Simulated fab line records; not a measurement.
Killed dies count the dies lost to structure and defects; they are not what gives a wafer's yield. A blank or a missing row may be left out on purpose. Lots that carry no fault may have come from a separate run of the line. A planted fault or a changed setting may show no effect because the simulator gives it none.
Comparing a struck lot with a sound one -- flow ritCmos -- 15 out of 202 route steps
Sound: wafers L770.1, L770.2, L770.4. Wafers struck: L784.3, L784.4, L784.5. At the end, the cause is stated.
For every step that has rows: the tool of each side, followed by ch and its chambers, followed by its first start. Under that, the readings that differ: sound wafers -- struck wafers -- difference of the means -- sigmas: that difference in standard deviations of wafers without a fault.
alike: a reading whose means differ by less than 2 such deviations, as well as words and numbers matching on both sides. not compared: withheld readings; readings where some wafer has no value; bounds like >300 that might hide an equal value; numbers whose values overlap and for which the record gives no deviation.
A row with sigmas, a row that says differs or no value, or rows on one side alone: a step with any of these is where the two part. When numbers do not overlap yet have no deviation, they are printed without sigmas and do not part them. Lack of a reading on every wafer of one side parts them only where that side has two or more wafers.

RIT_GATE_THK_MEAS_07:
  struck on filmMetro-03, day 7 15:37; sound on filmMetro-04, day 4 16:13
  alike: GATE_OXIDE_THK
then, 1 step without rows for these wafers: RIT_GATE_CVD_08 (deposits poly-Si from SiH4, target thk 250 nm, time 2220 s).
RIT_GATE_THK_MEAS_09:
  struck on filmMetro-01, day 7 17:18; sound on filmMetro-01, day 4 18:09
  alike: GATE_POLY_THK
then, 6 steps without rows for these wafers: RIT_GATE_HMDS_10 (prime time 60 s); RIT_GATE_COAT_11 (resist thk 833.8 nm); RIT_GATE_SOFTBAKE_12 (time 60 s); RIT_GATE_EXPOSE_13 (exposes mask M6, target cd 150 nm); RIT_GATE_PEB_14; RIT_GATE_DEVELOP_15 (develop time 50 s).
RIT_GATE_CD_MEAS_16: target cd 150 nm.
  struck on cdSem-01, day 7 18:21; sound on cdSem-01, day 4 19:16
  alike: cdNm
RIT_GATE_OVL_MEAS_17:
  struck on overlay-02, day 7 18:27; sound on overlay-02, day 4 19:23
  alike: GATE_OVL
then, 1 step without rows for these wafers: RIT_GATE_HARDBAKE_18 (time 60 s).
RIT_GATE_ETCH_19: etches poly-Si in SF6/CHF3/O2, stops on SiO2, time 165 s, target depth 312.5 nm.
  sound on rieSi-02 ch 0,1, day 4 19:40; struck on rieSi-02 ch 0,1,3, day 7 18:37
reading,sound,struck,difference,sigmas
rfFwdPowerW (W),159.6 158.3 159.4,185.5 185.3 184.9,+26.1,+53
model.NOVOLAK_of_GATE_COAT_11.thkNm (nm),655 654.3 656.9,645.3 643.1 644.4,-11.1,
  alike: drypumpMotorCurrentA, oesProductAu, throttleValvePct
  not compared: rfHoursCounterH
RIT_GATE_STRIP_20: strips in O2, time 180 s.
  sound on plasmaAsher-02 ch 0,1, day 4 19:46; struck on plasmaAsher-04 ch 0,1, day 7 18:47
reading,sound,struck,difference,sigmas
drypumpMotorCurrentA (A),5.66 5.11 5.12,5.69 5.92 5.91,+0.54,+2
  alike: rfReflPowerW
  not compared: rfHoursCounterH
RIT_M1_PROBE_99:
  struck on prober-02, day 8 20:53; sound on prober-01, day 5 15:34
reading,sound,struck,difference,sigmas
model.etest.pmosTurned.rOnOhmUm,3516 3461 3417,3210 3248 3289,-216,
model.etest.pmos_0p15.rOnOhmUm,2863 2798 2780,2618 2614 2688,-174,
model.etest.pmos_0p15.driveUaUm,243.3 248.1 253,271.6 271.9 265.1,+21.4,
model.etest.pmosTurned.driveUaUm,182.8 188.5 192.4,207.1 203.9 201.7,+16.3,
model.etest.nwellPinched.rsOhmSq,338.4 333.6 334.5,344.3 342.7 345.1,+8.5,
model.etest.ring.delayPs,28.38 27.96 27.61,26.65 25.88 27.22,-1.40,
model.etest.pmos_0p15.swingMvDec,84.03 83.46 84.04,85.78 85.43 85.07,+1.58,
  alike: killedAtContacts, killedAtFrontEnd, killedDies, killedOpen, killedShort
  not compared: model.etest.pwellPinched.rsOhmSq

## WHERE THEY PART
At RIT_GATE_ETCH_19 first; at RIT_GATE_STRIP_20 last (within this record only). Later steps at which nothing parts them and some readings are alike: RIT_M1_PROBE_99.

WHY: the cause the simulator had injected
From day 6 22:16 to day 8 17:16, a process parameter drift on rieSi-02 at RIT_GATE_ETCH_19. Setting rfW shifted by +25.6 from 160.
